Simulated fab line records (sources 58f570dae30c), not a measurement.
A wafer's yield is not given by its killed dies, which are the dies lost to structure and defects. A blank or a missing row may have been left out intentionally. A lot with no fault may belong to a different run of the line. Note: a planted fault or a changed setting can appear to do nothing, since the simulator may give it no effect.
fab line records	flow berkeleyCmos170
record: lots: 14	wafers: 42	lastDay: 12
route steps=331 shown PFIELD@86 PVT@124 PLDD@151 NLDD@168
lots with no fault: from the same line, run without faults
startH: hours from the record's opening day to when the first of the lot's shown wafers began	waitH: hours elapsed since this lot's preceding step	" the same as in the row above	L1.1+2: several wafers, shown together as one row	- no value, or no start was given	* or withheld: withheld	< > ~ a bound
route shown NAME@n: a module of which the file shows steps, and the number in the route of the first	usual: mean and standard deviation over wafers with no fault	same: alike in all rows	chamber/n: place in a boat	sites: per-site readings	_std_site: the standard deviation of these	_edge_site: outer sites' mean less inner sites'	radiusMm: for every site, how far away it sits from the centre of the wafer	mask NAME#n: copy n	behind: the last tool/chamber to shape the wafer	hold: what put the lot on hold/how long, in hours/how the hold closed	device: names the non-switching transistor (n, p or np)	end of line: the same wafers' tests at the end of the route	for a step that has no rows: nothing shown but its recipe	killed: the dies lost at the first sort to structure and to defects; this is not the yield of the wafer	map: a wafer's dies, marking killed ones x, the rest . and places with no die _
set.NAME: setting as actually run; set.NAME@STEP: the setting as run at that earlier step	model.NAME: the simulator's own value behind a step, which no gauge read
the route's steps for a sample of lots (tables are steps, rows are wafers)
services: when a tool's chamber went out of use (startH, in hours from the record's first day, below 0 if earlier), for how many hours, and the reason
== steps ==
step: UCB170_PFIELD_IMPLANT_07
recipe: species: B	doseCm2: 2e+13	energyKev: 80	tiltDeg: 7
usual: doseIonsCm2: 2.0007e+13/2.3e+10	faradayCurrentUA: 63.3/1.3
lot.wafer	tool	chamber	startH	waitH	doseIonsCm2	faradayCurrentUA
L872.1	implanter-01	0	75.29	0.0	2.0021e+13	63.4
L872.3	"	0	"	"	2.0003e+13	63.3
L872.5	"	0	"	"	2.0036e+13	61.1
L873.1	implanter-03	0	86.65	0.1	2.0003e+13	64.3
L873.2	"	0	"	"	1.9979e+13	62.7
L873.6	"	0	"	"	2.0009e+13	65.8
L874.1	implanter-01	0	86.85	0.0	1.9996e+13	63.7
L874.2	"	0	"	"	1.9995e+13	63.2
L874.4	"	0	"	"	2.005e+13	64.3
L875.1	implanter-03	0	97.04	0.0	2.003e+13	62.3
L875.3	"	0	"	"	1.9983e+13	64.5
L875.5	"	0	"	"	2.001e+13	62.5
L876.1	implanter-04	0	107.42	0.0	2.004e+13	64.4
L876.2	"	0	"	"	2.002e+13	62.3
L876.6	"	0	"	"	1.9999e+13	63.4
L877.1	implanter-01	0	109.94	0.0	2.0044e+13	64.7
L877.5	"	0	"	"	2e+13	59.9
L877.6	"	0	"	"	1.9983e+13	63.1
L878.2	implanter-04	0	110.33	0.0	1.9993e+13	62.1
L878.5	"	0	"	"	1.9987e+13	65.6
L878.6	"	0	"	"	1.9995e+13	63.0
L880.1	implanter-03	0	128.64	0.0	1.9984e+13	66.7
L880.4	"	0	"	"	2.0027e+13	63.8
L880.5	"	0	"	"	1.9977e+13	64.5
L881.1	implanter-01	0	136.77	0.0	2.001e+13	62.4
L881.3	"	0	"	"	2.0012e+13	61.0
L881.5	"	0	"	"	2.0037e+13	61.9
L887.2	implanter-03	0	154.45	0.0	2.0009e+13	63.6
L887.4	"	0	"	"	2.0034e+13	63.4
L887.6	"	0	"	"	2.0035e+13	64.5
L888.4	implanter-01	0	157.86	0.1	2.0013e+13	63.3
L888.5	"	0	"	"	2.0027e+13	62.8
L888.6	"	0	"	"	1.9989e+13	63.4
L889.1	implanter-01	0	167.59	0.0	1.0179e+13	32.7
L889.2	"	0	"	"	1.0174e+13	32.3
L889.4	"	0	"	"	1.016e+13	30.9
L891.2	implanter-01	0	178.49	0.0	1.0179e+13	32.1
L891.5	"	0	"	"	1.017e+13	32.6
L891.6	"	0	"	"	1.0136e+13	32.7
L895.3	implanter-04	0	194.95	0.1	1.9992e+13	63.9
L895.4	"	0	"	"	2.0011e+13	62.2
L895.5	"	0	"	"	2.0003e+13	66.4
step: UCB170_PFIELD_TW_MEAS_09
usual: PFIELD_TW: 592/4.5
lot.wafer	tool	chamber	startH	waitH	PFIELD_TW
L872.1	filmMetro-03	-	75.54	0.1	595
L872.3	"	-	"	"	597
L872.5	"	-	"	"	598
L873.1	filmMetro-04	-	86.90	0.1	599
L873.2	"	-	"	"	604
L873.6	"	-	"	"	600
L874.1	filmMetro-01	-	87.10	0.1	590
L874.2	"	-	"	"	591
L874.4	"	-	"	"	589
L875.1	filmMetro-03	-	97.29	0.1	595
L875.3	"	-	"	"	596
L875.5	"	-	"	"	597
L876.1	filmMetro-01	-	107.67	0.1	588
L876.2	"	-	"	"	592
L876.6	"	-	"	"	592
L877.1	filmMetro-04	-	110.19	0.1	592
L877.5	"	-	"	"	593
L877.6	"	-	"	"	593
L878.2	filmMetro-03	-	110.57	0.1	597
L878.5	"	-	"	"	596
L878.6	"	-	"	"	595
L880.1	filmMetro-03	-	128.89	0.1	592
L880.4	"	-	"	"	595
L880.5	"	-	"	"	594
L881.1	filmMetro-01	-	137.02	0.1	588
L881.3	"	-	"	"	593
L881.5	"	-	"	"	588
L887.2	filmMetro-01	-	154.69	0.1	593
L887.4	"	-	"	"	589
L887.6	"	-	"	"	589
L888.4	filmMetro-01	-	158.06	0.1	593
L888.5	"	-	"	"	588
L888.6	"	-	"	"	590
L889.1	filmMetro-01	-	167.84	0.1	476
L889.2	"	-	"	"	475
L889.4	"	-	"	"	478
L891.2	filmMetro-01	-	178.72	0.1	477
L891.5	"	-	"	"	478
L891.6	"	-	"	"	475
L895.3	filmMetro-04	-	195.17	0.1	596
L895.4	"	-	"	"	597
L895.5	"	-	"	"	601
step: UCB170_PVT_TW_MEAS_09
usual: PVT_TW: 505.3/2.9
lot.wafer	tool	chamber	startH	waitH	PVT_TW
L872.1	filmMetro-04	-	103.12	0.1	501.2
L872.3	"	-	"	"	502.4
L872.5	"	-	"	"	503.7
L873.1	filmMetro-03	-	113.54	0.1	502.1
L873.2	"	-	"	"	503.6
L873.6	"	-	"	"	501.8
L874.1	filmMetro-04	-	113.81	0.1	501.2
L874.2	"	-	"	"	502.2
L874.4	"	-	"	"	504.5
L875.1	filmMetro-02	-	127.37	0.1	507.3
L875.3	"	-	"	"	505.2
L875.5	"	-	"	"	505.9
L876.1	filmMetro-03	-	137.02	0.1	503.4
L876.2	"	-	"	"	505.1
L876.6	"	-	"	"	503.6
L877.1	filmMetro-03	-	137.36	0.1	502.8
L877.5	"	-	"	"	502.7
L877.6	"	-	"	"	499.4
L878.2	filmMetro-03	-	137.62	0.1	501.3
L878.5	"	-	"	"	501.0
L878.6	"	-	"	"	502.0
L880.1	filmMetro-03	-	160.49	0.1	500.8
L880.4	"	-	"	"	504.1
L880.5	"	-	"	"	501.8
L881.1	filmMetro-03	-	172.72	0.1	505.6
L881.3	"	-	"	"	504.1
L881.5	"	-	"	"	504.2
L887.2	filmMetro-04	-	191.99	0.1	506.2
L887.4	"	-	"	"	504.5
L887.6	"	-	"	"	508.7
L888.4	filmMetro-02	-	194.35	0.1	509.2
L888.5	"	-	"	"	508.3
L888.6	"	-	"	"	507.7
L889.1	filmMetro-03	-	202.39	0.1	508.0
L889.2	"	-	"	"	504.6
L889.4	"	-	"	"	505.7
L891.2	filmMetro-04	-	213.78	0.1	506.0
L891.5	"	-	"	"	503.6
L891.6	"	-	"	"	506.2
L895.3	filmMetro-02	-	224.30	0.1	504.5
L895.4	"	-	"	"	505.1
L895.5	"	-	"	"	505.5
step: UCB170_PLDD_CD_MEAS_06
recipe: targetCdNm: 1200
usual: cdNm: 1200.2/1.5
lot.wafer	tool	chamber	startH	waitH	cdNm
L872.1	cdSem-02	-	113.19	-	1200.8
L872.3	"	-	"	"	1201.5
L872.5	"	-	"	"	1201.1
L874.1	cdSem-02	-	126.55	-	1202.1
L874.2	"	-	"	"	1201.3
L874.4	"	-	"	"	1200.6
L873.1	cdSem-02	-	126.82	-	1201.4
L873.2	"	-	"	"	1200.1
L873.6	"	-	"	"	1200.4
L875.1	cdSem-02	-	140.44	-	1201.2
L875.3	"	-	"	"	1200.6
L875.5	"	-	"	"	1200.7
L876.1	cdSem-02	-	152.82	-	1199.1
L876.2	"	-	"	"	1199.7
L876.6	"	-	"	"	1199.6
L877.1	cdSem-02	-	153.02	-	1201.3
L877.5	"	-	"	"	1200.9
L877.6	"	-	"	"	1201.3
L878.2	cdSem-01	-	153.28	-	1200.1
L878.5	"	-	"	"	1199.2
L878.6	"	-	"	"	1199.6
L880.1	cdSem-02	-	175.77	-	1200.0
L880.4	"	-	"	"	1199.8
L880.5	"	-	"	"	1202.9
L881.1	cdSem-02	-	186.25	-	1200.4
L881.3	"	-	"	"	1202.7
L881.5	"	-	"	"	1200.5
L887.2	cdSem-01	-	208.06	-	1199.4
L887.4	"	-	"	"	1197.8
L887.6	"	-	"	"	1198.6
L888.4	cdSem-02	-	209.50	-	1201.8
L888.5	"	-	"	"	1203.4
L888.6	"	-	"	"	1203.5
L889.1	cdSem-01	-	214.86	-	1198.7
L889.2	"	-	"	"	1199.4
L889.4	"	-	"	"	1199.2
L891.2	cdSem-02	-	226.25	-	1201.8
L891.5	"	-	"	"	1202.3
L891.6	"	-	"	"	1201.2
L895.3	cdSem-01	-	241.09	-	1201.5
L895.4	"	-	"	"	1202.3
L895.5	"	-	"	"	1202.5
step: UCB170_NLDD_STRIP_10
recipe: chemistry: O2	powerW: 400	pressureMtorr: 3500	platenTempC: withheld	o2FlowSccm: 400	overashFraction: 0.5
usual: chamberPressureMTorr: 3500/3	drypumpMotorCurrentA: 5.6/0.5	oesProductAu: 0.734/0.0044	stripTimeToEndpointS: 21.63/0.071
same: overashFraction: 0.5
lot.wafer	tool	chamber	startH	waitH	chamberPressureMTorr	drypumpMotorCurrentA	oesProductAu	rfHoursCounterH	stripTimeToEndpointS
L872.1	plasmaAsher-02	1	115.62	0.1	3501	6.1	0.735	32	21.67
L872.3	"	1	"	"	3496	6.1	0.729	-	21.62
L872.5	"	1	"	"	3499	6.1	0.735	-	21.63
L874.1	plasmaAsher-01	0	128.97	0.1	3501	5.0	0.734	47	21.51
L874.2	"	1	"	"	3502	5.5	0.733	47	21.61
L874.4	"	0	"	"	3500	5.0	0.729	-	21.57
L873.1	plasmaAsher-02	0	129.25	0.1	3495	6.0	0.734	34	21.70
L873.2	"	1	"	"	3497	6.1	0.729	34	21.67
L873.6	"	1	"	"	3502	6.1	0.735	-	21.70
L875.1	plasmaAsher-03	1	142.66	0.1	3502	4.9	0.741	1	21.57
L875.3	"	1	"	"	3499	4.9	0.737	-	21.59
L875.5	"	1	"	"	3504	4.9	0.737	-	21.53
L876.1	plasmaAsher-01	1	155.03	0.1	3500	5.6	0.729	50	21.62
L876.2	"	0	"	"	3497	5.0	0.740	50	21.63
L876.6	"	0	"	"	3504	4.9	0.726	-	21.57
L877.1	plasmaAsher-03	1	155.27	0.1	3501	4.9	0.732	2	21.59
L877.5	"	0	"	"	3502	6.1	0.731	-	21.66
L877.6	"	1	"	"	3497	4.9	0.735	-	21.55
L878.2	plasmaAsher-02	1	155.51	0.1	3498	6.1	0.729	37	21.68
L878.5	"	1	"	"	3501	6.2	0.734	-	21.72
L878.6	"	0	"	"	3500	6.1	0.733	-	21.63
L880.1	plasmaAsher-03	0	177.86	0.1	3496	6.1	0.737	4	21.57
L880.4	"	1	"	"	3504	4.9	0.736	-	21.55
L880.5	"	1	"	"	3498	4.9	0.733	-	21.54
L881.1	plasmaAsher-01	0	188.95	0.1	3496	5.0	0.737	53	21.59
L881.3	"	0	"	"	3496	5.0	0.730	-	21.63
L881.5	"	0	"	"	3497	5.0	0.730	-	21.63
L887.2	plasmaAsher-01	0	210.82	0.1	3500	5.0	0.744	56	21.66
L887.4	"	0	"	"	3498	5.0	0.733	-	21.58
L887.6	"	1	"	"	3503	5.6	0.732	-	21.65
L888.4	plasmaAsher-01	1	211.89	0.1	3500	5.5	0.734	-	21.57
L888.5	"	0	"	"	3503	5.0	0.733	-	21.57
L888.6	"	1	"	"	3500	5.5	0.734	-	21.55
L889.1	plasmaAsher-03	0	217.79	0.1	3496	6.1	0.734	8	21.64
L889.2	"	1	"	"	3498	4.9	0.733	8	21.51
L889.4	"	1	"	"	3498	4.9	0.727	-	21.61
L891.2	plasmaAsher-02	0	228.37	0.1	3501	6.0	0.729	44	21.70
L891.5	"	0	"	"	3492	6.0	0.731	-	21.62
L891.6	"	1	"	"	3500	6.1	0.736	-	21.67
L895.3	plasmaAsher-03	0	244.34	0.1	3504	6.0	0.740	-	21.53
L895.4	"	1	"	"	3502	4.9	0.741	-	21.54
L895.5	"	0	"	"	3499	6.0	0.738	-	21.59
== services ==
tool	chamber	startH	hours	kind
plasmaAsher-01	-	56.36	1.4	repair
implanter-01	-	67.27	3.9	pm
implanter-04	-	84.51	5.1	pm
plasmaAsher-03	-	108.75	9.0	pm
plasmaAsher-03	0	108.75	9.0	ventCycle
plasmaAsher-03	1	108.75	9.0	ventCycle
plasmaAsher-03	0	117.75	-	clean
plasmaAsher-03	1	117.75	-	clean
plasmaAsher-03	-	126.91	15.6	pm
plasmaAsher-02	-	157.02	1.9	repair
plasmaAsher-02	-	157.98	4.2	repair
plasmaAsher-02	-	199.51	5.9	repair
== key ==
firstSign: step: UCB170_PFIELD_IMPLANT_07	reading: doseIonsCm2	direction: down	sigmas: 99+	usual: 2.0007e+13	struck: 1.0166e+13
effect: step: UCB170_PFIELD_IMPLANT_07	reading: faradayCurrentUA	direction: down	sigmas: 23	usual: 63.3	struck: 32.2
effect: step: UCB170_PFIELD_TW_MEAS_09	reading: PFIELD_TW	direction: down	sigmas: 26	usual: 592	struck: 477
metAt UCB170_PFIELD_IMPLANT_07
struckLots L889,L891
testerLeftOut L889,L891
notActingAt UCB170_PVT_TW_MEAS_09,UCB170_PLDD_CD_MEAS_06,UCB170_NLDD_STRIP_10
onsetBetween 157.86 167.59
fault: kind: processParameterDrift	tool: implanter-01	chamber: -	onsetH: 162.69	steps: UCB170_PFIELD_IMPLANT_07	channel: doseCm2	offset: -9.8381e+12	shape: step	endH: 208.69	actsIn: theseRecipesOnly	stated: 2e+13
testerLeftOut: of these lots the tester's yield and bins aren't shown, on N5 and GAA mostly nor the transistor test; their killed dies are dies lost to structure and defects alone, not to doping, threshold or leakage, so they don't give the yield
